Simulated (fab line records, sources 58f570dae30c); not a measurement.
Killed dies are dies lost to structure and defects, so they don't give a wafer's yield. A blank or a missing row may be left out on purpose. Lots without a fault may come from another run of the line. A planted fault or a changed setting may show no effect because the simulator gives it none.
A struck lot beside a sound one | flow berkeley_cmos170 | 15 steps out of a route of 331
Sound: wafers L843.1, L843.2, L843.4. Struck: wafers L839.2, L839.6. (L839.1 of the same lot was not struck and is left out.) The cause comes at the end.
At each step with rows: each side's tool, then ch and its chambers, then its first start. Under that, the readings that differ: sound wafers | struck wafers | difference of the means | sigmas: that difference in standard deviations of wafers without a fault.
alike: readings whose means differ by less than 2 such deviations, and words and numbers that are the same on both sides. not compared: withheld readings, readings that some wafer has no value for, bounds like >300 that may hide the same value, and numbers for which the record gives no deviation and whose values overlap.
The two part at a step that has a row with sigmas, a row that says differs or no value, or rows on one side only. Numbers that don't overlap but have no deviation are shown without sigmas and don't part them. A reading that every wafer of one side lacks parts them only if that side has two wafers or more.

first, 3 steps without rows for these wafers: UCB170_NSD_EXPOSE_03 (exposes mask NSELECT MOD, target cd 1200 nm); UCB170_NSD_PEB_04; UCB170_NSD_DEVELOP_05 (develop time 45 s).
UCB170_NSD_CD_MEAS_06: target cd 1200 nm.
  sound on cd_sem-02, day 11 14:19; struck on cd_sem-02, day 10 18:56
  alike: cd_nm
UCB170_NSD_OVL_MEAS_07:
  sound on overlay-02, day 11 14:26; struck on overlay-02, day 10 19:03
  alike: NSD_OVL
then, 1 step without rows for these wafers: UCB170_NSD_IMPLANT_08.
UCB170_NSD_STRIP_09: strips in O2.
  sound on plasma_asher-02 ch 0,1, day 11 14:37; struck on plasma_asher-04 ch 1, day 10 19:14
  alike: drypump_motor_current_A, oes_product_au, strip_time_to_endpoint_s
  not compared: rf_hours_counter_h
UCB170_NSD_TW_MEAS_10:
  sound on film_metro-01, day 11 14:43; struck on film_metro-03, day 10 19:20
  alike: NSD_TW
then, 4 steps without rows for these wafers: UCB170_NSD_CLEAN_11 (cleans in SPM, time 600 s); UCB170_BACKSIDE_HMDS_00 (prime time 60 s); UCB170_BACKSIDE_COAT_01 (resist thk 900 nm); UCB170_BACKSIDE_SOFTBAKE_02 (time 60 s).
UCB170_BACKSIDE_STRIP_03: strips in O2.
  sound on plasma_asher-04 ch 0,1, day 11 16:36; struck on plasma_asher-01 ch 0, day 10 20:29
  reading                      | sound             | struck      | difference | sigmas
  drypump_motor_current_A (A)  | 5.9 6.5 6.5       | 5.0 5.0     | -1.3       | -2
  oes_product_au (a.u.)        | 0.734 0.736 0.734 | 0.796 0.785 | +0.056     | +13
  strip_time_to_endpoint_s (s) | 21.98 21.95 21.96 | 19.78 19.82 | -2.16      | -34
  not compared: rf_hours_counter_h
then, 1 step without rows for these wafers: UCB170_BACKSIDE_CLEAN_04 (cleans in SPM, time 600 s).
UCB170_M3_PROBE_99:
  the record has rows for the sound wafers here (prober-02, day 12 19:50) and none for the struck ones

WHERE THEY PART
First at UCB170_BACKSIDE_STRIP_03; last, within this record, at UCB170_M3_PROBE_99.

WHY: what the simulator had put in
Process parameter drift: plasma_asher-01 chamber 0, from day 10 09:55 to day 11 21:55, at UCB170_BACKSIDE_STRIP_03. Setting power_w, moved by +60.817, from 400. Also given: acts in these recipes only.
